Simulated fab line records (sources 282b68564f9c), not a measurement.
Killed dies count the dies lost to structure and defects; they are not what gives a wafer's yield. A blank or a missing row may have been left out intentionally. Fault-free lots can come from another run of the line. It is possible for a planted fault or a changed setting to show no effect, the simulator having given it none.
fab line records	flow rit_cmos
[record] lots = 14	wafers = 42	last_day = 7
route steps=202 shown ACTIVE@5 PRETRO@70 GATE@97 M1@184
lots that met no fault: from a run of the same line without faults
start_h: the number of hours between the record's first day and the start of the first shown wafer of the lot	wait_h: hours from the lot's prior step to this one	" repeats the value in the row above	L1.1+2: a row that stands for several wafers	- either no value or no given start	* or withheld: withheld	< > ~ a bound
route shown NAME@n: names a module that has steps shown in the file, with the first one's number in the route	usual: mean/standard deviation taken from wafers without a fault	same: alike in all rows	chamber/n: place in a boat	sites: readings site by site	_std_site: the standard deviation of these	_edge_site: the outer-site mean with the inner-site mean subtracted	radius_mm: for every site, how far away it sits from the centre of the wafer	mask NAME#n: copy n	behind: tool/chamber where the wafer was last shaped	hold: why the lot was held/for how many hours/how that ended	device: the transistor (n, p or np) that didn't switch	end of line: the route-end tests of the same wafers	step lacking rows: just its recipe	killed: count of dies lost to structure and defects at first sort (not the wafer's yield)	map: per-die view of a wafer (x killed, . not killed, _ where there is no die)
set.NAME: the run value of the setting; set.NAME@STEP: its run value at that earlier step	model.NAME: the simulator's own value behind a step, which no gauge read
steps of the route over a sample of lots; a table a step, a row a wafer
services: when a tool's chamber went out of use (start_h, in hours from the record's first day, below 0 if earlier), for how many hours, and the reason
[[steps]]
[step RIT_ACTIVE_THK_MEAS_04]
[recipe] reads = Si3N4_of_ACTIVE_CVD_03
[usual] ACTIVE_NITRIDE_THK = 150.9/1.2
lot.wafer	tool	chamber	start_h	wait_h	ACTIVE_NITRIDE_THK[nm]
L164.3	film_metro-01	-	13.55	0.0	151.3
L164.4	"	-	"	"	151.2
L164.5	"	-	"	"	150.3
L165.1	film_metro-01	-	18.53	0.0	149.6
L165.2	"	-	"	"	151.8
L165.6	"	-	"	"	150.0
L166.2	film_metro-01	-	23.54	0.0	152.4
L166.3	"	-	"	"	151.7
L166.4	"	-	"	"	152.1
L167.1	film_metro-03	-	28.53	0.0	151.2
L167.3	"	-	"	"	149.9
L167.6	"	-	"	"	149.5
L168.1	film_metro-03	-	33.53	0.0	151.3
L168.5	"	-	"	"	150.2
L168.6	"	-	"	"	150.9
L170.4	film_metro-02	-	43.56	0.0	151.7
L170.5	"	-	"	"	152.5
L170.6	"	-	"	"	149.8
L171.3	film_metro-01	-	48.55	0.0	150.9
L171.5	"	-	"	"	149.8
L171.6	"	-	"	"	151.4
L172.1	film_metro-01	-	53.53	0.0	148.2
L172.2	"	-	"	"	149.5
L172.6	"	-	"	"	149.8
L174.1	film_metro-02	-	63.66	0.0	151.5
L174.4	"	-	"	"	149.9
L174.6	"	-	"	"	150.1
L177.3	film_metro-01	-	79.91	0.0	151.1
L177.4	"	-	"	"	151.8
L177.5	"	-	"	"	150.6
L178.1	film_metro-01	-	83.53	0.0	149.0
L178.3	"	-	"	"	148.9
L178.5	"	-	"	"	149.2
L181.3	film_metro-01	-	99.40	0.0	151.8
L181.5	"	-	"	"	151.9
L181.6	"	-	"	"	150.5
L184.1	film_metro-03	-	113.53	0.0	151.3
L184.2	"	-	"	"	152.0
L184.5	"	-	"	"	151.0
L185.1	film_metro-03	-	118.53	0.0	150.2
L185.4	"	-	"	"	150.2
L185.6	"	-	"	"	150.9
[step RIT_PRETRO_OVL_MEAS_06]
[usual] PRETRO_OVL = -0.4/1.2
lot.wafer	tool	chamber	start_h	wait_h	PRETRO_OVL[nm]
L164.3	overlay-02	-	30.65	-	-1.0
L164.4	"	-	"	"	-0.5
L164.5	"	-	"	"	-0.9
L165.1	overlay-02	-	36.26	-	0.9
L165.2	"	-	"	"	-1.5
L165.6	"	-	"	"	1.0
L166.2	overlay-02	-	40.41	-	-3.5
L166.3	"	-	"	"	-1.9
L166.4	"	-	"	"	-1.9
L167.1	overlay-02	-	46.14	-	-0.7
L167.3	"	-	"	"	-0.7
L167.6	"	-	"	"	-0.2
L168.1	overlay-01	-	50.57	-	2.5
L168.5	"	-	"	"	0.2
L168.6	"	-	"	"	0.2
L170.4	overlay-01	-	61.66	-	-2.4
L170.5	"	-	"	"	-1.8
L170.6	"	-	"	"	-1.5
L171.3	overlay-02	-	69.43	-	-1.1
L171.5	"	-	"	"	-1.1
L171.6	"	-	"	"	-0.7
L172.1	overlay-02	-	81.08	-	-0.8
L172.2	"	-	"	"	-2.0
L172.6	"	-	"	"	0.1
L174.1	overlay-02	-	84.96	-	0.6
L174.4	"	-	"	"	-0.4
L174.6	"	-	"	"	-0.3
L177.3	overlay-01	-	97.18	-	-1.0
L177.4	"	-	"	"	-1.1
L177.5	"	-	"	"	-0.7
L178.1	overlay-02	-	102.14	-	-2.3
L178.3	"	-	"	"	0.9
L178.5	"	-	"	"	-1.3
L181.3	overlay-01	-	116.93	-	-1.0
L181.5	"	-	"	"	-1.5
L181.6	"	-	"	"	-1.1
L184.1	overlay-01	-	131.34	-	-0.1
L184.2	"	-	"	"	-1.4
L184.5	"	-	"	"	-0.5
L185.1	overlay-01	-	137.01	-	0.1
L185.4	"	-	"	"	-0.3
L185.6	"	-	"	"	-0.1
[step RIT_GATE_CD_MEAS_90]
[recipe] target_cd_nm = 150
[usual] cd_nm = 150.1/2
lot.wafer	tool	chamber	start_h	wait_h	cd_nm
L164.3	cd_sem-02	-	37.16	0.1	149.1
L164.4	"	-	"	"	147.0
L164.5	"	-	"	"	146.9
L165.1	cd_sem-01	-	42.11	0.1	150.3
L165.2	"	-	"	"	148.6
L165.6	"	-	"	"	151.6
L166.2	cd_sem-02	-	46.93	0.1	153.2
L166.3	"	-	"	"	153.2
L166.4	"	-	"	"	153.2
L167.1	cd_sem-01	-	52.24	0.1	152.2
L167.3	"	-	"	"	149.9
L167.6	"	-	"	"	150.5
L168.1	cd_sem-01	-	60.42	0.1	149.3
L168.5	"	-	"	"	149.1
L168.6	"	-	"	"	149.9
L170.4	cd_sem-01	-	73.83	0.1	152.5
L170.5	"	-	"	"	153.1
L170.6	"	-	"	"	148.9
L171.3	cd_sem-01	-	76.33	0.1	150.9
L171.5	"	-	"	"	150.9
L171.6	"	-	"	"	153.6
L172.1	cd_sem-01	-	86.86	0.1	149.0
L172.2	"	-	"	"	148.8
L172.6	"	-	"	"	149.3
L174.1	cd_sem-01	-	91.23	0.1	150.2
L174.4	"	-	"	"	151.4
L174.6	"	-	"	"	149.6
L177.3	cd_sem-01	-	103.39	0.1	149.4
L177.4	"	-	"	"	150.6
L177.5	"	-	"	"	148.4
L178.1	cd_sem-01	-	110.09	0.1	149.2
L178.3	"	-	"	"	150.4
L178.5	"	-	"	"	151.6
L181.3	cd_sem-01	-	123.60	0.1	149.2
L181.5	"	-	"	"	151.4
L181.6	"	-	"	"	148.5
L184.1	cd_sem-02	-	137.15	0.1	150.2
L184.2	"	-	"	"	148.8
L184.5	"	-	"	"	147.3
L185.1	cd_sem-02	-	142.83	0.1	152.9
L185.4	"	-	"	"	151.1
L185.6	"	-	"	"	150.9
[step RIT_M1_SPUTTER_00]
[recipe] material = Al	target_thk_nm = 400	power_w = 2000	chamber_pressure_pa = 0.4	gas = Ar	time_s = 500	substrate_temp_c = 25
[usual] chamber_pressure_pa = 0.3999/0.00075	throttle_valve_pct = 30.6/1.2
lot.wafer	tool	chamber	start_h	wait_h	chamber_pressure_pa	throttle_valve_pct
L164.3	pvd_sputter-02	-	52.95	0.0	0.4001	28.2
L164.4	"	-	"	"	0.4000	32.5
L164.5	"	-	"	"	0.4000	31.4
L165.1	pvd_sputter-03	-	59.02	0.0	0.3991	31.1
L165.2	"	-	"	"	0.3996	29.9
L165.6	"	-	"	"	0.3992	30.8
L166.2	pvd_sputter-02	-	62.21	0.0	0.4001	32.4
L166.3	"	-	"	"	0.4000	30.4
L166.4	"	-	"	"	0.3995	28.3
L167.1	pvd_sputter-01	-	69.47	0.0	0.4011	31.3
L167.3	"	-	"	"	0.4001	29.8
L167.6	"	-	"	"	0.4000	29.6
L168.1	pvd_sputter-02	-	77.32	0.0	0.4008	32.4
L168.5	"	-	"	"	0.4003	32.3
L168.6	"	-	"	"	0.4010	28.2
L170.4	pvd_sputter-02	-	89.59	0.1	0.3990	32.1
L170.5	"	-	"	"	0.4009	30.4
L170.6	"	-	"	"	0.4000	28.1
L171.3	pvd_sputter-01	-	92.64	0.0	0.3998	31.3
L171.5	"	-	"	"	0.3988	30.2
L171.6	"	-	"	"	0.3997	29.8
L172.1	pvd_sputter-02	-	103.68	0.0	0.3988	31.5
L172.2	"	-	"	"	0.3997	28.2
L172.6	"	-	"	"	0.3991	32.1
L174.1	pvd_sputter-02	-	109.30	0.0	0.3997	31.2
L174.4	"	-	"	"	0.3985	30.2
L174.6	"	-	"	"	0.4001	31.1
L177.3	pvd_sputter-02	-	119.33	0.0	0.3552	33.3
L177.4	"	-	"	"	0.3557	34.5
L177.5	"	-	"	"	0.3552	29.8
L178.1	pvd_sputter-02	-	125.56	0.0	0.3549	33.5
L178.3	"	-	"	"	0.3555	32.0
L178.5	"	-	"	"	0.3547	34.1
L181.3	pvd_sputter-01	-	139.71	0.0	0.4005	30.1
L181.5	"	-	"	"	0.4005	29.3
L181.6	"	-	"	"	0.3996	31.4
L184.1	pvd_sputter-03	-	152.55	0.0	0.3984	31.2
L184.2	"	-	"	"	0.4004	29.7
L184.5	"	-	"	"	0.4003	30.2
L185.1	pvd_sputter-01	-	159.02	0.0	0.3998	30.5
L185.4	"	-	"	"	0.4005	29.7
L185.6	"	-	"	"	0.3994	30.5
[step RIT_M1_PROBE_99]
[usual] killed_at_contacts = 0.0/0.22	killed_at_front_end = 6.9/2.9	killed_dies = 7.0/2.9	killed_on_rim = 1.8/1.2	killed_open = 3.5/2	killed_short = 3.5/2
[same] gross_dies = 264	killed_at_M0_to_M3 = 0	killed_at_M4_up = 0	killed_at_back_side = 0	killed_at_other = 0
lot.wafer	tool	chamber	start_h	wait_h	killed_at_contacts	killed_at_front_end	killed_dies	killed_on_rim	killed_open	killed_short
L164.3	prober-02	-	60.44	0.2	0	7	7	5	3	4
L164.4	prober-02	-	60.49	0.2	1	7	8	3	3	5
L164.5	prober-02	-	60.54	0.2	0	8	8	2	4	4
L165.1	prober-01	-	66.60	0.1	0	6	6	1	5	1
L165.2	prober-01	-	66.65	0.1	0	8	8	1	5	3
L165.6	prober-01	-	66.85	0.2	0	4	4	2	1	3
L166.2	prober-02	-	66.65	0.1	0	9	9	2	6	3
L166.3	prober-02	-	66.70	0.2	0	7	7	1	5	2
L166.4	prober-02	-	66.75	0.2	0	9	9	2	4	5
L167.1	prober-01	-	73.60	0.1	0	5	5	2	3	2
L167.3	prober-01	-	73.70	0.2	0	7	7	2	3	4
L167.6	prober-01	-	73.85	0.2	0	5	5	2	2	3
L168.1	prober-02	-	81.45	0.1	0	10	10	4	5	5
L168.5	prober-02	-	81.65	0.2	0	7	7	1	1	6
L168.6	prober-02	-	81.70	0.2	0	10	10	4	4	6
L170.4	prober-02	-	95.83	0.2	0	3	3	2	1	2
L170.5	prober-02	-	95.88	0.2	0	5	5	1	2	3
L170.6	prober-02	-	95.93	0.2	0	7	7	3	2	5
L171.3	prober-01	-	97.28	0.2	0	4	4	0	3	1
L171.5	prober-01	-	97.38	0.2	0	4	4	0	3	1
L171.6	prober-01	-	97.43	0.2	0	5	5	0	1	4
L172.1	prober-02	-	107.92	0.1	0	13	13	4	9	4
L172.2	prober-02	-	107.97	0.1	0	7	7	2	3	4
L172.6	prober-02	-	108.17	0.2	0	5	5	2	1	4
L174.1	prober-02	-	113.50	0.1	1	12	13	3	7	6
L174.4	prober-02	-	113.65	0.2	0	5	5	2	2	3
L174.6	prober-02	-	113.75	0.2	0	9	9	3	2	7
L177.3	prober-01	-	123.81	0.2	0	5	5	1	3	2
L177.4	prober-01	-	123.86	0.2	0	9	9	3	4	5
L177.5	prober-01	-	123.91	0.2	0	10	10	1	7	3
L178.1	prober-02	-	129.95	0.1	0	12	12	3	10	2
L178.3	prober-02	-	130.05	0.2	0	4	4	1	3	1
L178.5	prober-02	-	130.15	0.2	0	3	3	0	1	2
L181.3	prober-01	-	145.06	0.2	0	8	8	0	6	2
L181.5	prober-01	-	145.16	0.2	0	5	5	0	1	4
L181.6	prober-01	-	145.21	0.2	0	7	7	1	0	7
L184.1	prober-02	-	156.57	0.1	0	8	8	0	4	4
L184.2	prober-02	-	156.62	0.1	0	6	6	0	3	3
L184.5	prober-02	-	156.77	0.2	0	5	5	1	2	3
L185.1	prober-01	-	164.06	0.1	0	7	7	1	3	4
L185.4	prober-01	-	164.21	0.2	0	3	3	0	3	0
L185.6	prober-01	-	164.31	0.2	0	5	5	0	2	3
// killed by level:class
L164.3 GATE:geometric_particle:short=2 FOX2:geometric_particle:open=1 GATE:geometric_particle:open=1 REOX:geometric_particle:short=1 SILICIDE:geometric_particle:short=1 SILICIDE:geometric_particle:open=1
L164.4 SILICIDE:geometric_particle:short=2 FOX1:geometric_particle:short=1 GATE:geometric_particle:open=1 REOX:geometric_particle:short=1 SPACER:geometric_particle:open=1 SILICIDE:geometric_particle:open=1 CONTACT:geometric_particle:short=1
L164.5 GATE:geometric_particle:open=2 FOX1:geometric_particle:short=1 GATE:geometric_particle:short=1 REOX:geometric_particle:short=1 SPACER:geometric_particle:open=1 SILICIDE:geometric_particle:open=1 SILICIDE:geometric_particle:short=1
L165.1 GATE:geometric_particle:open=3 FOX1:geometric_particle:open=1 REOX:geometric_particle:open=1 SILICIDE:geometric_particle:short=1
L165.2 GATE:geometric_particle:open=2 SPACER:geometric_particle:open=2 GATE:geometric_particle:short=1 SPACER:geometric_particle:short=1 SILICIDE:geometric_particle:open=1 SILICIDE:geometric_particle:short=1
L166.2 GATE:geometric_particle:open=3 GATE:geometric_particle:short=2 SILICIDE:geometric_particle:open=2 FOX1:geometric_particle:short=1 SPACER:geometric_particle:open=1
L166.3 GATE:geometric_particle:open=3 GATE:geometric_particle:short=2 FOX1:geometric_particle:open=1 FOX2:geometric_particle:open=1
L166.4 GATE:geometric_particle:short=3 GATE:geometric_particle:open=2 SPACER:geometric_particle:open=2 SILICIDE:geometric_particle:short=2
L165.6 GATE:geometric_particle:short=2 FOX2:geometric_particle:short=1 SILICIDE:geometric_particle:open=1
L167.1 GATE:geometric_particle:open=3 GATE:geometric_particle:short=2
L167.3 REOX:geometric_particle:short=2 FOX1:geometric_particle:short=1 GATE:geometric_particle:open=1 SPACER:geometric_particle:short=1 SPACER:geometric_particle:open=1 SILICIDE:geometric_particle:open=1
L167.6 GATE:geometric_particle:short=2 GATE:geometric_particle:open=1 REOX:geometric_particle:short=1 REOX:geometric_particle:open=1
L168.1 GATE:geometric_particle:short=3 GATE:geometric_particle:open=2 FOX1:geometric_particle:open=1 FOX1:geometric_particle:short=1 REOX:geometric_particle:open=1 SILICIDE:geometric_particle:open=1 SILICIDE:geometric_particle:short=1
L168.5 FOX2:geometric_particle:short=2 GATE:geometric_particle:short=2 SPACER:geometric_particle:short=2 GATE:geometric_particle:open=1
L168.6 FOX1:geometric_particle:short=2 GATE:geometric_particle:open=2 GATE:geometric_particle:short=2 FOX1:geometric_particle:open=1 SPACER:geometric_particle:short=1 SILICIDE:geometric_particle:open=1 SILICIDE:geometric_particle:short=1
L170.4 GATE:geometric_particle:short=1 REOX:geometric_particle:open=1 SPACER:geometric_particle:short=1
L170.5 GATE:geometric_particle:short=2 REOX:geometric_particle:open=1 REOX:geometric_particle:short=1 SPACER:geometric_particle:open=1
L170.6 GATE:geometric_particle:short=2 REOX:geometric_particle:short=2 FOX2:geometric_particle:open=1 GATE:geometric_particle:open=1 SPACER:geometric_particle:short=1
L171.3 GATE:geometric_particle:open=2 REOX:geometric_particle:short=1 SILICIDE:geometric_particle:open=1
L171.5 GATE:geometric_particle:open=2 FOX2:geometric_particle:open=1 GATE:geometric_particle:short=1
L171.6 FOX1:geometric_particle:short=2 FOX2:geometric_particle:short=1 FOX2:geometric_particle:open=1 GATE:geometric_particle:short=1
L172.1 REOX:geometric_particle:open=3 FOX2:geometric_particle:open=2 GATE:geometric_particle:open=2 FOX1:geometric_particle:short=1 FOX1:geometric_particle:open=1 GATE:geometric_particle:short=1 REOX:geometric_particle:short=1 SPACER:geometric_particle:open=1
L172.2 FOX1:geometric_particle:short=2 GATE:geometric_particle:short=2 FOX1:geometric_particle:open=1 FOX2:geometric_particle:open=1 GATE:geometric_particle:open=1
L172.6 REOX:geometric_particle:short=2 FOX1:geometric_particle:open=1 FOX2:geometric_particle:short=1 GATE:geometric_particle:short=1
L174.1 GATE:geometric_particle:open=5 REOX:geometric_particle:short=4 REOX:geometric_particle:open=2 SILICIDE:geometric_particle:short=1 CONTACT:geometric_particle:short=1
L174.4 GATE:geometric_particle:open=2 GATE:geometric_particle:short=1 REOX:geometric_particle:short=1 SPACER:geometric_particle:short=1
L174.6 GATE:geometric_particle:short=3 FOX1:geometric_particle:short=2 SPACER:geometric_particle:short=2 FOX1:geometric_particle:open=1 SPACER:geometric_particle:open=1
L177.3 FOX2:geometric_particle:open=2 FOX1:geometric_particle:short=1 GATE:geometric_particle:short=1 SILICIDE:geometric_particle:open=1
L177.4 REOX:geometric_particle:open=3 GATE:geometric_particle:short=2 REOX:geometric_particle:short=2 FOX1:geometric_particle:open=1 SILICIDE:geometric_particle:short=1
L177.5 FOX1:geometric_particle:open=4 GATE:geometric_particle:open=2 REOX:geometric_particle:short=2 FOX1:geometric_particle:short=1 REOX:geometric_particle:open=1
L178.1 SPACER:geometric_particle:open=6 FOX1:geometric_particle:open=1 GATE:geometric_particle:short=1 GATE:geometric_particle:open=1 REOX:geometric_particle:open=1 SPACER:geometric_particle:short=1 SILICIDE:geometric_particle:open=1
L178.3 FOX1:geometric_particle:open=1 GATE:geometric_particle:short=1 GATE:geometric_particle:open=1 REOX:geometric_particle:open=1
L178.5 FOX1:geometric_particle:short=1 REOX:geometric_particle:open=1 REOX:geometric_particle:short=1
L181.3 GATE:geometric_particle:open=3 SPACER:geometric_particle:open=2 FOX1:geometric_particle:short=1 REOX:geometric_particle:open=1 REOX:geometric_particle:short=1
L181.5 FOX1:geometric_particle:short=1 FOX2:geometric_particle:short=1 GATE:geometric_particle:short=1 REOX:geometric_particle:open=1 SILICIDE:geometric_particle:short=1
L181.6 FOX2:geometric_particle:short=2 SILICIDE:geometric_particle:short=2 ACTIVE:geometric_particle:short=1 FOX1:geometric_particle:short=1 REOX:geometric_particle:short=1
L184.1 GATE:geometric_particle:short=4 FOX1:geometric_particle:open=2 GATE:geometric_particle:open=2
L184.2 FOX1:geometric_particle:short=1 FOX1:geometric_particle:open=1 GATE:geometric_particle:open=1 SPACER:geometric_particle:short=1 SILICIDE:geometric_particle:short=1 SILICIDE:geometric_particle:open=1
L184.5 GATE:geometric_particle:short=3 GATE:geometric_particle:open=1 SILICIDE:geometric_particle:open=1
L185.1 FOX1:geometric_particle:open=2 GATE:geometric_particle:short=2 FOX1:geometric_particle:short=1 FOX2:geometric_particle:open=1 SILICIDE:geometric_particle:short=1
L185.4 FOX1:geometric_particle:open=1 GATE:geometric_particle:open=1 SILICIDE:geometric_particle:open=1
L185.6 FOX2:geometric_particle:short=2 GATE:geometric_particle:open=2 REOX:geometric_particle:short=1
[[services]]
tool	chamber	start_h	hours	kind
pvd_sputter-03	-	34.38	0.7	repair
pvd_sputter-03	-	51.45	4.5	repair
pvd_sputter-03	-	62.24	0.7	repair
pvd_sputter-03	-	97.53	30.8	repair
pvd_sputter-03	-	103.34	1.7	repair
[[key]]
[first_sign] step = RIT_M1_SPUTTER_00	reading = chamber_pressure_pa	direction = down	sigmas = 59	usual = 0.3999	struck = 0.3552
[effect] step = RIT_M1_SPUTTER_00	reading = throttle_valve_pct	direction = up	sigmas = 1.9	usual = 30.6	struck = 32.9
met_at RIT_M1_SPUTTER_00
struck_lots L177,L178
tester_left_out L177
not_acting_at RIT_ACTIVE_THK_MEAS_04,RIT_PRETRO_OVL_MEAS_06,RIT_GATE_CD_MEAS_90
onset_between 109.30 119.33
[earlier_fault] kind = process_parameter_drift	tool = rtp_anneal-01	chamber = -	onset_h = 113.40	steps = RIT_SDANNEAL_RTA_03	channel = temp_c	offset = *	shape = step	end_h = 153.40	acts_in = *	stated = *
[fault] kind = process_parameter_drift	tool = pvd_sputter-02	chamber = -	onset_h = 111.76	steps = RIT_M1_SPUTTER_00	channel = chamber_pressure_pa	offset = -0.0447	shape = step	stated = 0.4
// tester_left_out: of these lots the tester's yield and bins aren't shown, on N5 and GAA mostly nor the transistor test; their killed dies are dies lost to structure and defects alone, not to doping, threshold or leakage, so they don't give the yield
